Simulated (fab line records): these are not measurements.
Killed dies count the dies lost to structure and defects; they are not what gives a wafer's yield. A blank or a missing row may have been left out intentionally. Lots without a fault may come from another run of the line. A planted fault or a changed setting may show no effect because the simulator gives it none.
Which of the tools did it? | flow berkeley_cmos170 | 42 wafers from 14 lots sampled at 2 of the route's 331 steps

WHAT THE GAUGES READ, wafer by wafer
UCB170_PWELL_TW_MEAS_17.
lot  | measured    | on            | PWELL_TW
L316 | day 3 10:59 | film_metro-04 | 378.0 377.1 377.3
L318 | day 3 18:18 | film_metro-03 | 383.0 385.9 383.9
L317 | day 3 18:22 | film_metro-01 | 384.0 383.4 385.0
L321 | day 4 08:40 | film_metro-04 | 379.2 378.5 381.7
L320 | day 4 08:56 | film_metro-01 | 382.4 383.2 383.4
L322 | day 4 19:40 | film_metro-03 | 382.1 380.4 380.8
L326 | day 5 12:58 | film_metro-01 | 392.3 391.4 388.5
L327 | day 5 23:00 | film_metro-04 | 391.5 392.1 391.8
L331 | day 6 12:16 | film_metro-03 | 381.5 382.3 383.5
L332 | day 6 12:32 | film_metro-04 | 378.6 380.2 379.0
L335 | day 7 12:14 | film_metro-03 | 383.7 385.5 383.7
L336 | day 7 12:26 | film_metro-03 | 382.4 383.7 383.0
L337 | day 7 19:52 | film_metro-01 | 382.5 384.2 384.7
L339 | day 8 05:14 | film_metro-04 | 380.1 380.4 377.6

TOOL THAT RAN EACH LOT (tool first, then ch and the chambers of the sampled wafers, then the start)
lot  | UCB170_PWELL_IMPLANT_15
L316 | implanter-03 ch 0, day 3 10:44
L318 | implanter-03 ch 0, day 3 18:04
L317 | implanter-04 ch 0, day 3 18:07
L321 | implanter-03 ch 0, day 4 08:25
L320 | implanter-04 ch 0, day 4 08:41
L322 | implanter-04 ch 0, day 4 19:25
L326 | implanter-02 ch 0, day 5 12:43
L327 | implanter-02 ch 0, day 5 22:45
L331 | implanter-04 ch 0, day 6 12:01
L332 | implanter-04 ch 0, day 6 12:18
L335 | implanter-04 ch 0, day 7 12:01
L336 | implanter-04 ch 0, day 7 12:13
L337 | implanter-03 ch 0, day 7 19:37
L339 | implanter-04 ch 0, day 8 05:02
- UCB170_PWELL_IMPLANT_15

WHAT THE TOOLS THEMSELVES READ (means of the sampled wafers that have a number; where no wafer has one, the mark that the record gives instead)
UCB170_PWELL_IMPLANT_15.
lot  | tool         | dose_ions_cm2 | faraday_current_uA
L316 | implanter-03 | 5e+12         | 16.0
L318 | implanter-03 | 5e+12         | 15.9
L317 | implanter-04 | 5e+12         | 16.0
L321 | implanter-03 | 5e+12         | 15.7
L320 | implanter-04 | 5e+12         | 16.2
L322 | implanter-04 | 5e+12         | 15.9
L326 | implanter-02 | 6e+12         | 17.5
L327 | implanter-02 | 6e+12         | 17.7
L331 | implanter-04 | 5e+12         | 16.2
L332 | implanter-04 | 5e+12         | 15.7
L335 | implanter-04 | 5e+12         | 16.0
L336 | implanter-04 | 5e+12         | 15.7
L337 | implanter-03 | 5e+12         | 16.0
L339 | implanter-04 | 5e+12         | 16.1

THE ANSWER, worked out from the rows above alone
Rule: the lots themselves supply what counts as usual. The widest of any qualifying gaps counts: lots, ordered by their means at a reading, are off when they make up no more than a third of the lots, leave a main group of 4 or more, and stand apart from it by 3 or more times the standard deviation of that group's means. The tables above print the reading to a certain number of digits; a main group whose means all agree to those digits is not used. Also off: a lot with no number at a reading for which 4 or more lots have one. All remaining lots with rows at the step are treated as sound. First the gauges in route order, then the tools' own readings, where a lot's mean is used as printed above. At the first step where some lot is off, the reading lying furthest off is the one used; lots without a number count as furthest.
Off: L326, L327, at UCB170_PWELL_IMPLANT_15 (faraday_current_uA). Main group: mean 15.9, sd 0.17.
If a tool, at that step or one of the process steps before it, ran each lot that is off and ran no sound lot following the first of them, it fits. One candidate fits, namely implanter-02 at UCB170_PWELL_IMPLANT_15. It ran no sound lot before its first lot that is off in this sample, so the start can't be narrowed down.
The tool's own readings at UCB170_PWELL_IMPLANT_15 bear it out: on the lots that are off they differ by more than 5 times the standard deviation of the sound lots' means. dose_ions_cm2 reads 6e+12 there against 5e+12 on the sound lots; faraday_current_uA reads 17.6 there against 15.9 on the sound lots.

WHAT THE SIMULATOR PUT IN
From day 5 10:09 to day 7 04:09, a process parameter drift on implanter-02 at UCB170_PWELL_IMPLANT_15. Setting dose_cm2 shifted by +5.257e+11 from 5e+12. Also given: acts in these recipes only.
Shown lots that were struck: L326, L327. Same finding as the rule above.
